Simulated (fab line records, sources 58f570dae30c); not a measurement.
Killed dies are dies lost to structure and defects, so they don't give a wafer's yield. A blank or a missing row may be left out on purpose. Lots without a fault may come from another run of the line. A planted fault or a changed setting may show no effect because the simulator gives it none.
Which tool did it? | flow berkeley_cmos170 | 14 lots, 42 wafers sampled, at 4 steps of a route of 331

WHAT THE GAUGES READ, wafer by wafer
UCB170_NWELL_OVL_MEAS_12. Usual: NWELL_OVL 4 nm, standard deviation 4.7.
lot  | measured    | on         | NWELL_OVL (nm) | flag
L249 | day 2 07:01 | overlay-01 | 5 3 -2         |
L250 | day 2 17:26 | overlay-02 | 1 1 4          |
L255 | day 3 09:19 | overlay-02 | 4 3 5          |
L257 | day 3 22:03 | overlay-01 | 6 6 0          |
L258 | day 4 01:05 | overlay-02 | 10 3 16        |
L260 | day 4 13:11 | overlay-02 | 10 14 9        |
L261 | day 4 13:17 | overlay-01 | 6 -3 10        |
L263 | day 5 07:15 | overlay-01 | 1 2 -3         |
L264 | day 5 12:02 | overlay-01 | 0 -8 6         |
L266 | day 5 16:27 | overlay-02 | -1 7 4         |
L267 | day 5 20:47 | overlay-02 | 10 3 1         |
L270 | day 6 14:29 | overlay-01 | 4 9 12         |
L271 | day 6 23:01 | overlay-02 | 0 -1 -3        |
L272 | day 7 06:08 | overlay-02 | 3 5 6          |

UCB170_WELLDRIVE_THK_MEAS_02. Usual: WELLDRIVE_OXIDE_THK 199 nm, standard deviation 3.4.
lot  | measured    | on            | WELLDRIVE_OXIDE_THK (nm) | flag
L249 | day 3 13:42 | film_metro-04 | 198 199 200              |
L250 | day 3 23:46 | film_metro-03 | 201 201 203              |
L255 | day 4 11:34 | film_metro-04 | 204 202 202              |
L257 | day 5 05:48 | film_metro-02 | 198 198 199              |
L258 | day 5 05:50 | film_metro-04 | 198 194 196              |
L260 | day 5 17:41 | film_metro-04 | 196 197 201              |
L261 | day 5 17:41 | film_metro-02 | 196 195 195              |
L263 | day 6 12:16 | film_metro-03 | 180 181 184              | OFF
L264 | day 6 12:16 | film_metro-04 | 178 183 181              | OFF
L266 | day 6 23:58 | film_metro-03 | 197 196 196              |
L267 | day 6 23:58 | film_metro-04 | 197 196 194              |
L270 | day 7 22:21 | film_metro-04 | 197 196 197              |
L271 | day 8 07:13 | film_metro-04 | 195 194 192              |
L272 | day 8 11:44 | film_metro-03 | 196 195 198              |

UCB170_ACTIVE_OVL_MEAS_14. Usual: ACTIVE_OVL -1 nm, standard deviation 5.2.
lot  | measured    | on         | ACTIVE_OVL (nm) | flag
L249 | day 4 04:53 | overlay-01 | 5 -8 2          |
L250 | day 4 16:29 | overlay-01 | -2 -3 -5        |
L255 | day 5 03:39 | overlay-01 | -5 3 -2         |
L257 | day 5 21:35 | overlay-01 | 0 -6 1          |
L258 | day 5 21:13 | overlay-01 | -2 -2 -8        |
L260 | day 6 09:44 | overlay-01 | 1 -7 -6         |
L261 | day 6 09:28 | overlay-02 | 1 6 0           |
L263 | day 7 09:47 | overlay-01 | -5 6 6          |
L264 | day 7 10:17 | overlay-01 | -10 -5 -11      |
L266 | day 7 16:34 | overlay-01 | -13 -5 -2       |
L267 | day 7 16:48 | overlay-02 | 8 3 8           |
L270 | day 8 16:08 | overlay-01 | -7 -2 1         |
L271 | day 8 21:41 | overlay-02 | 1 0 7           |
L272 | day 9 03:52 | overlay-02 | -5 4 6          |

WHICH TOOL RAN EACH LOT (tool, then ch and the chambers of the sampled wafers, then the start)
lot  | UCB170_WELLDRIVE_OXIDATION_01
L249 | furnace-02 ch 0, day 3 10:12
L250 | furnace-04 ch 0, day 3 20:16
L255 | furnace-02 ch 0, day 4 08:02
L257 | furnace-04 ch 0, day 5 02:18
L258 | furnace-04 ch 0, day 5 02:18
L260 | furnace-02 ch 0, day 5 14:10
L261 | furnace-02 ch 0, day 5 14:10
L263 | furnace-02 ch 0, day 6 08:46
L264 | furnace-02 ch 0, day 6 08:46
L266 | furnace-04 ch 0, day 6 20:28
L267 | furnace-04 ch 0, day 6 20:28
L270 | furnace-04 ch 0, day 7 18:51
L271 | furnace-04 ch 0, day 8 03:42
L272 | furnace-03 ch 0, day 8 08:13
- UCB170_WELLDRIVE_OXIDATION_01: target thk 199 nm, ox time 9000 s.

WHAT THE TOOLS THEMSELVES READ (means of the sampled wafers that have a number; where no wafer has one, the mark that the record gives instead)
UCB170_WELLDRIVE_OXIDATION_01. Usual: spike_tc_centre_C 1102.1 C, standard deviation 1.3; spike_tc_load_C 1130.2 C, standard deviation 3; spike_tc_source_C 1125.4 C, standard deviation 1.1.
lot  | tool       | spike_tc_centre_C (C) | spike_tc_load_C (C) | spike_tc_source_C (C) | flag
L249 | furnace-02 | 1100.8                | 1128.6              | 1125.6                |
L250 | furnace-04 | 1102.4                | 1134.4              | 1125.3                |
L255 | furnace-02 | 1101.2                | 1127.0              | 1126.0                |
L257 | furnace-04 | 1103.3                | 1132.4              | 1124.7                |
L258 | furnace-04 | 1102.6                | 1133.7              | 1125.1                |
L260 | furnace-02 | 1100.8                | 1128.9              | 1125.5                |
L261 | furnace-02 | 1101.1                | 1129.0              | 1124.1                |
L263 | furnace-02 | 1086.2                | 1111.3              | 1108.1                | OFF
L264 | furnace-02 | 1084.7                | 1112.1              | 1110.1                | OFF
L266 | furnace-04 | 1103.5                | 1133.5              | 1124.8                |
L267 | furnace-04 | 1103.1                | 1133.8              | 1126.0                |
L270 | furnace-04 | 1103.1                | 1133.5              | 1125.1                |
L271 | furnace-04 | 1103.5                | 1133.5              | 1125.3                |
L272 | furnace-03 | 1101.7                | 1128.2              | 1126.2                |

THE ANSWER, worked out from the rows above alone
Rule: a lot is off if the mean of its wafers that have a number lies more than 3 standard deviations from the usual mean. A lot without any number at a reading at which 4 lots or more have one is off too. The other lots that the step has rows for count as sound. The gauges are gone through in route order, then the tools' own readings, and for those a lot's mean is taken as printed above. The first step at which some lot is off is used, and at that step the reading that is off furthest; a lot without a number counts as furthest.
Off: L263, L264, at UCB170_WELLDRIVE_THK_MEAS_02 (WELLDRIVE_OXIDE_THK).
A tool fits if, at a process step before that reading, it ran every lot that is off, and no sound lot after the first of them. The gauges at UCB170_WELLDRIVE_THK_MEAS_02 aren't tried: what is off there is off at UCB170_WELLDRIVE_OXIDATION_01 too, on other tools, and a gauge's error can't cause that. One fits: furnace-02 at UCB170_WELLDRIVE_OXIDATION_01. Its last sound lot is L260 (day 5 14:10), its first lot that is off L263 (day 6 08:46): a fault that began between those two fits.
The tool's own readings at UCB170_WELLDRIVE_OXIDATION_01 bear it out: on the lots that are off they differ by more than 5 times the standard deviation of the sound lots' means. spike_tc_centre_C reads 1085.5 C there against 1102.3 C on the sound lots; spike_tc_load_C reads 1111.7 C there against 1131.4 C on the sound lots; spike_tc_source_C reads 1109.1 C there against 1125.3 C on the sound lots.

WHAT THE SIMULATOR HAD PUT IN
Process parameter drift: furnace-02, from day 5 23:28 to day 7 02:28, at UCB170_WELLDRIVE_OXIDATION_01. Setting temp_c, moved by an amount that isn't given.
Lots struck among those shown: L263, L264. The rule above found the same.
